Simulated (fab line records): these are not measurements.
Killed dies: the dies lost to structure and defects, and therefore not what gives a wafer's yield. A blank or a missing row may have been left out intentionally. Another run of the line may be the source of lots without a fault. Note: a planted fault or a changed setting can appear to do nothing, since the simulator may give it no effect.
One fault through the eyes of 2 desks :: flow berkeleyCmos170 :: each desk holds nothing but its own numbers, with what lay behind them at the end

## FOR THE TOOL OWNER'S DESK: implanter-03
For each lot that ran on this tool, the mean over its sampled wafers that have a number, from the tool's own readings at UCB170_PLDD_IMPLANT_09. The brackets show how far a lot's mean lies from the usual mean; more than 4 standard deviations puts the lot out of limits, marked OUT.
Columns: A = doseIonsCm2 at UCB170_PLDD_IMPLANT_09, usual 5e+13
lot: L963
first seen here: day 6 10:01
A: 5e+13

lot: L966
first seen here: day 6 14:01
A: 5e+13

lot: L965
first seen here: day 6 14:19
A: 5e+13

lot: L969
first seen here: day 7 05:47
A: 5e+13

lot: L973
first seen here: day 8 14:02
A: 4e+13 (-99 or more) OUT

lot: L974
first seen here: day 9 05:07
A: 4e+13 (-99 or more) OUT
This desk's finding: out of limits on L973, L974; first on L973, day 8 14:02 (doseIonsCm2 at UCB170_PLDD_IMPLANT_09). Within limits: L963, L966, L965, L969.

## FROM THE METROLOGY DESK
What the gauges read, lot by lot, whatever tool the lot ran on: means of the sampled wafers that have a number. The brackets show how far a lot's mean lies from the usual mean; more than 4 standard deviations puts the lot out of limits, marked OUT.
Columns: A = NVT_TW at UCB170_NVT_TW_MEAS_09, usual 524; B = cdNm at UCB170_PLDD_CD_MEAS_06, usual 1199.8 nm; C = PLDD_TW at UCB170_PLDD_TW_MEAS_11, usual 1014; D = PLDD_RS at UCB170_SDANNEAL_RS_MEAS_04, usual 1029.5 ohm/sq
lot: L963
first seen here: day 5 17:32
A: 523
B: 1198.8
C: 1016
D: 1028.8

lot: L964
first seen here: day 5 17:47
A: 527
B: 1198.6
C: 1018
D: 1027.1

lot: L965
first seen here: day 5 21:34
A: 517
B: 1199.8
C: 1010
D: 1032.0

lot: L966
first seen here: day 5 21:41
A: 526
B: 1198.8
C: 1015
D: 1031.5

lot: L967
first seen here: day 5 21:56
A: 528
B: 1199.4
C: 1023
D: 1023.5

lot: L969
first seen here: day 6 12:40
A: 529
B: 1198.6
C: 1018
D: 1029.5

lot: L971
first seen here: day 7 06:04
A: 520
B: 1202.0
C: 1018
D: 1026.3

lot: L972
first seen here: day 7 13:05
A: 521
B: 1200.1
C: 1005
D: 1027.2

lot: L973
first seen here: day 7 18:32
A: 520
B: 1202.1
C: 985
D: 1081.5 (+19) OUT

lot: L974
first seen here: day 8 08:11
A: 527
B: 1200.2
C: 987
D: 1079.5 (+19) OUT

lot: L981
first seen here: day 9 21:49
A: 526
B: 1200.4
C: 1022
D: 1029.9

lot: L982
first seen here: day 9 21:52
A: 521
B: 1197.9
C: 1017
D: 1030.9

lot: L983
first seen here: day 10 07:43
A: 529
B: 1200.3
C: 1018
D: 1032.6

lot: L985
first seen here: day 11 03:29
A: 528
B: 1199.2
C: 1012
D: 1030.6
This desk reports L973, L974 out of limits; the earliest was L973 at day 9 02:53 (PLDD_RS at UCB170_SDANNEAL_RS_MEAS_04). Within limits: L963, L964, L965, L966, L967, L969, L971, L972, L981, L982, L983, L985.

## TAKEN TOGETHER
On L973, L974, at day 8 14:02, an alarm was possible from the tool owner's desk.
An alarm was possible from the metrology desk at day 9 02:53, on L973, L974.
The lots listed all ran UCB170_PLDD_IMPLANT_09 on implanter-03.

## WHAT WAS PUT IN BY THE SIMULATOR
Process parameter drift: implanter-03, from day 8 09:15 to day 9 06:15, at UCB170_PLDD_IMPLANT_09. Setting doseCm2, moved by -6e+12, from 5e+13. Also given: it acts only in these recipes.
Lots struck among those shown: L973, L974.
Time in hours from fault onset to the first out-of-limits reading at each desk: tool owner's desk 5, metrology desk 18.
